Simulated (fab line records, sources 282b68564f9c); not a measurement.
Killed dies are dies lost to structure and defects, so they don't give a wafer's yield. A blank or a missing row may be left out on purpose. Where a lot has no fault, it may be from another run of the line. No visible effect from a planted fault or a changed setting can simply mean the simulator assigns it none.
A struck lot beside a sound one | flow rit-cmos | 27 out of 202 route steps
Sound: these wafers, L406.1, L406.5, L406.6. The struck wafers were L413.2, L413.4, L413.5. The cause is named last.
Per side, at each step with rows, come the tool, then ch with its chambers, and then its first start. Under that, the readings that differ: sound wafers | struck wafers | difference of the means | sigmas: that difference in standard deviations of wafers without a fault.
alike: a reading whose means differ by less than 2 such deviations, as well as words and numbers matching on both sides. not compared: withheld readings; readings where some wafer has no value; bounds like >300 that might hide an equal value; numbers whose values overlap and for which the record gives no deviation.
The two part at a step that has a row with sigmas, a row that says differs or no value, or rows on one side only. Non-overlapping numbers with no deviation appear without sigmas and do not part them. A reading missing from all wafers of one side parts the sides only when that side holds two or more wafers.

RIT_ACTIVE_BOW_MEAS_00:
  sound on film-metro-02 at day 3 17:00; struck on film-metro-01 at day 5 04:01
  alike: INCOMING_BOW
then, 1 step without rows for these wafers: RIT_ACTIVE_OXIDATION_01 (target thk 46.8 nm, ox time 3360 s).
RIT_ACTIVE_THK_MEAS_02:
  sound on film-metro-01 at day 3 20:17; struck on film-metro-01 at day 5 06:04
  alike: ACTIVE_OXIDE_THK
RIT_ACTIVE_CVD_03: deposits Si3N4 from SiH2Cl2/NH3, target thk 150 nm, time 1500 s.
  sound on lpcvd-01 ch 1, day 3 20:21; struck on lpcvd-01 ch 1, day 5 06:07
  reading                                  | sound             | struck            | difference | sigmas
  spike-tc-centre-C (C)                    | 813.0 813.2 812.2 | 823.8 824.4 824.1 | +11.3      | +11
  spike-tc-load-C (C)                      | 840 839 840       | 851 850 850       | +11        | +3
  spike-tc-source-C (C)                    | 835 836 834       | 846 845 846       | +11        | +3
  model.Si3N4_of_ACTIVE_CVD_03.thk-nm (nm) | 149.9 150 149.2   | 182.9 183.5 181.6 | +33.0      |
  alike: zone-power-load-pct
RIT_ACTIVE_THK_MEAS_04:
  sound on film-metro-02 at day 3 22:29; struck on film-metro-03 at day 5 07:32
  reading                 | sound             | struck            | difference | sigmas
  ACTIVE_NITRIDE_THK (nm) | 149.9 150.0 149.1 | 182.9 183.5 181.6 | +33.0      | +21
then, 6 steps without rows for these wafers: RIT_ACTIVE_HMDS_05 (prime time 60 s); RIT_ACTIVE_COAT_06 (resist thk 1000 nm); RIT_ACTIVE_SOFTBAKE_07 (time 60 s); RIT_ACTIVE_EXPOSE_08 (exposes mask M1, target cd 1400 nm); RIT_ACTIVE_PEB_09; RIT_ACTIVE_DEVELOP_10 (develop time 50 s).
RIT_ACTIVE_CD_MEAS_11: target cd 1400 nm.
  sound on cd-sem-01 at day 3 23:23; struck on cd-sem-02 at day 5 08:31
  alike: cd-nm
then, 1 step without rows for these wafers: RIT_ACTIVE_HARDBAKE_12 (time 60 s).
RIT_ACTIVE_ETCH_13: etches Si3N4 in SF6, stops on SiO2, time 210 s, target depth 210 nm.
  sound on rie-diel-03 ch 2,3, day 3 23:40; struck on rie-diel-04 ch 1,3, day 5 08:46
  reading                            | sound             | struck            | difference | sigmas
  oes-product-au (a.u.)              | 0.834 0.836 0.829 | 0.899 0.925 0.893 | +0.073     | +6
  model.etch.depth-nm (nm)           | 149.9 150 149.2   | 182.9 183.5 181.6 | +33.0      |
  model.ACTIVE.feature-depth-nm (nm) | 149.9 150 149.8   | 182.9 183.5 181.6 | +32.8      |
  alike: drypump-motor-current-A, throttle-valve-pct
  not compared: rf-hours-counter-h
RIT_ACTIVE_STRIP_14: strips in O2, time 180 s.
  sound on plasma-asher-04 ch 0,1, day 3 23:47; struck on plasma-asher-02 ch 0,1, day 5 08:53
  alike: drypump-motor-current-A, o2-flow-sccm
  not compared: rf-hours-counter-h
RIT_ACTIVE_CD_MEAS_90: target cd 1400 nm.
  sound on cd-sem-02 at day 3 23:58; struck on cd-sem-02 at day 5 09:05
  alike: cd-nm
then, 4 steps without rows for these wafers: RIT_ACTIVE_CLEAN_15 (cleans in SC1, time 600 s); RIT_ACTIVE_CLEAN_16 (cleans in dHF, time 30 s); RIT_ACTIVE_CLEAN_17 (cleans in SC2, time 600 s); RIT_FOX1_OXIDATION_00 (target thk 350.7 nm, ox time 1130 s).
RIT_FOX1_THK_MEAS_01:
  sound on film-metro-01 at day 4 02:39; struck on film-metro-01 at day 5 11:23
  alike: FOX1_OXIDE_THK
then, 2 steps without rows for these wafers: RIT_FOX1_WET_ETCH_02 (etches SiO2 in BOE, target depth 350 nm, time 390 s); RIT_FOX2_OXIDATION_00 (target thk 350.7 nm, ox time 1130 s).
RIT_FOX2_THK_MEAS_01:
  sound on film-metro-04 at day 4 04:08; struck on film-metro-03 at day 5 12:52
  alike: FOX2_OXIDE_THK
RIT_FOX2_CLEAN_02: cleans in dHF, time 180 s.
  sound on wet-bench-03 ch 1, day 4 04:12; struck on wet-bench-04 ch 1, day 5 12:55
  reading                                  | sound             | struck            | difference | sigmas
  model.Si3N4_of_ACTIVE_CVD_03.thk-nm (nm) | 130.9 131.1 130.3 | 163.9 164.5 162.7 | +32.9      |
then, 1 step without rows for these wafers: RIT_FOX2_WET_ETCH_03 (etches Si3N4 in H3PO4, target depth 195 nm, time 2700 s).
RIT_M1_PROBE_99:
  sound on prober-02 at day 5 19:49; struck on prober-01 at day 7 02:41
  reading                        | sound          | struck         | difference | sigmas
  killed_at_M0_to_M3             | 0 0 0          | 1 0 0          | +0         | +2
  model.etest.nldd.width-nm (nm) | 3194 3182 3195 | 3233 3242 3240 | +48        |
  model.etest.pldd.width-nm (nm) | 3175 3202 3192 | 3232 3216 3236 | +38        |
  alike: killed-at-front-end, killed-dies, killed-open, killed-short

## WHERE THEY PART
First at RIT_ACTIVE_CVD_03; last, within this record, at RIT_M1_PROBE_99.

WHY: the cause the simulator had injected
lpcvd-01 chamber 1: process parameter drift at RIT_ACTIVE_CVD_03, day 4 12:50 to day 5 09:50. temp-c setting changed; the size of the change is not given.
